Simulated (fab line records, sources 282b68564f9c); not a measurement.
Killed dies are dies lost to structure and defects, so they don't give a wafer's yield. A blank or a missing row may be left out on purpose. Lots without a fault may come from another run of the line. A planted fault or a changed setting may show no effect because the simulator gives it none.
Split-lot experiment | flow rit_cmos | 5 lots, 23 wafers read, on a route of 202 steps

THE SPLIT
At RIT_SILICIDE_SPUTTER_01 (material Ti, target thk 30 nm, time 240 s), the setting time_s was moved away from the recipe's 240 s on 5 of the 23 wafers read, by -10.8% to +7.0%. The other wafers ran this setting at the recipe's value.

FROM THE SPLIT TO THE READING: what the file shows between them, 1 step
- RIT_SILICIDE_RS_MEAS_02: measures by four-point-probe

THE READING
SILICIDE_TI_THK, in nm, at RIT_SILICIDE_THK_MEAS_03 (measures by xrf). Fault-free wafers of this fab line usually give 29.9 nm, standard deviation 0.38 nm.

wafer  | tool, chamber at the split | time_s as run, s | against the recipe | SILICIDE_TI_THK, nm | against lot-mates on the recipe
L075.1 | pvd_sputter-04, -          | 240              | recipe             | 30.0                | -
L075.3 | pvd_sputter-04, -          | 240              | recipe             | 29.9                | -
L075.4 | pvd_sputter-04, -          | 240              | recipe             | 29.7                | -
L075.5 | pvd_sputter-04, -          | 240              | recipe             | 29.6                | -
L075.6 | pvd_sputter-04, -          | 240              | recipe             | 29.3                | -
L076.1 | pvd_sputter-02, -          | 240              | recipe             | 30.1                | -
L076.2 | pvd_sputter-02, -          | 214.1            | -10.8%             | 26.8                | -2.9
L076.3 | pvd_sputter-02, -          | 214.1            | -10.8%             | 26.3                | -3.4
L076.4 | pvd_sputter-02, -          | 240              | recipe             | 29.4                | -
L076.5 | pvd_sputter-02, -          | 214.1            | -10.8%             | 26.3                | -3.4
L079.1 | pvd_sputter-04, -          | 240              | recipe             | 29.7                | -
L079.2 | pvd_sputter-04, -          | 240              | recipe             | 29.6                | -
L079.3 | pvd_sputter-04, -          | 240              | recipe             | 30.2                | -
L079.5 | pvd_sputter-04, -          | 240              | recipe             | 30.2                | -
L079.6 | pvd_sputter-04, -          | 240              | recipe             | 30.0                | -
L082.1 | pvd_sputter-02, -          | 256.9            | +7.0%              | 32.0                | +1.9
L082.2 | pvd_sputter-02, -          | 240              | recipe             | 30.2                | -
L082.3 | pvd_sputter-02, -          | 240              | recipe             | 30.0                | -
L082.4 | pvd_sputter-02, -          | 240              | recipe             | 30.1                | -
L082.6 | pvd_sputter-02, -          | 256.9            | +7.0%              | 32.0                | +1.9
L085.1 | pvd_sputter-04, -          | 240              | recipe             | 29.8                | -
L085.5 | pvd_sputter-04, -          | 240              | recipe             | 29.7                | -
L085.6 | pvd_sputter-04, -          | 240              | recipe             | 29.8                | -

THE FIT
A straight line over all 23 wafers: SILICIDE_TI_THK changes by +0.311 nm for each +1% of time_s; r = +0.98; the points scatter about the line by 0.26 nm.
The same after taking each lot's own level away (the mean of its wafers on the recipe; 23 wafers): +0.295 nm for each +1%; r = +0.99; scatter 0.23 nm.
On that fit, the largest move of time_s shifts the reading by 3.2 nm.
The lots' own levels span 29.70 to 30.10 nm, that is 1.1 times the standard deviation above.
So the lot-to-lot level changes the slope little: the two slopes agree.
Check: with one of the wafers moved furthest among these (-10.8%) left out of the fit, the line predicts -3.32 nm for it against its lot-mates. It came out at -2.95 nm against them.

OTHER SPLITS ON THESE WAFERS
These wafers also went through other splits before the reading. Each is held against what the fit with the lots' levels taken away leaves over:
other split on the same wafers   | wafers away from the commonest value | r with SILICIDE_TI_THK (lot level and that fit taken away)
RIT_SPACER_CVD_03 pressure_mtorr | 18                                   | +0.01
RIT_PSD_COAT_01 resist_thk_nm    | 5                                    | -0.02
RIT_SDANNEAL_RTA_03 time_s       | 8                                    | +0.31

THE WHOLE CHAIN: every reading that the file lists as answering this split, in the file's order
step                     | what it does                              | reading                                                                           | change (the file's fit)               | r (the file's)
RIT_SILICIDE_SPUTTER_01  | material Ti, target thk 30 nm, time 240 s | Ti_of_SILICIDE_SPUTTER_01.thk_nm (the simulator's own value, which no gauge read) | +0.294 nm for each +1% of the setting | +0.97
RIT_SILICIDE_RS_MEAS_02  | measures by four-point-probe              | SILICIDE_TI_RS                                                                    | -0.628 for each +1% of the setting    | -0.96
RIT_SILICIDE_THK_MEAS_03 | measures by xrf                           | SILICIDE_TI_THK                                                                   | +0.295 for each +1% of the setting    | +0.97

THE FILE'S OWN FIT
SILICIDE_TI_THK changes by +0.295 nm for each +1% of time_s, r = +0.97.
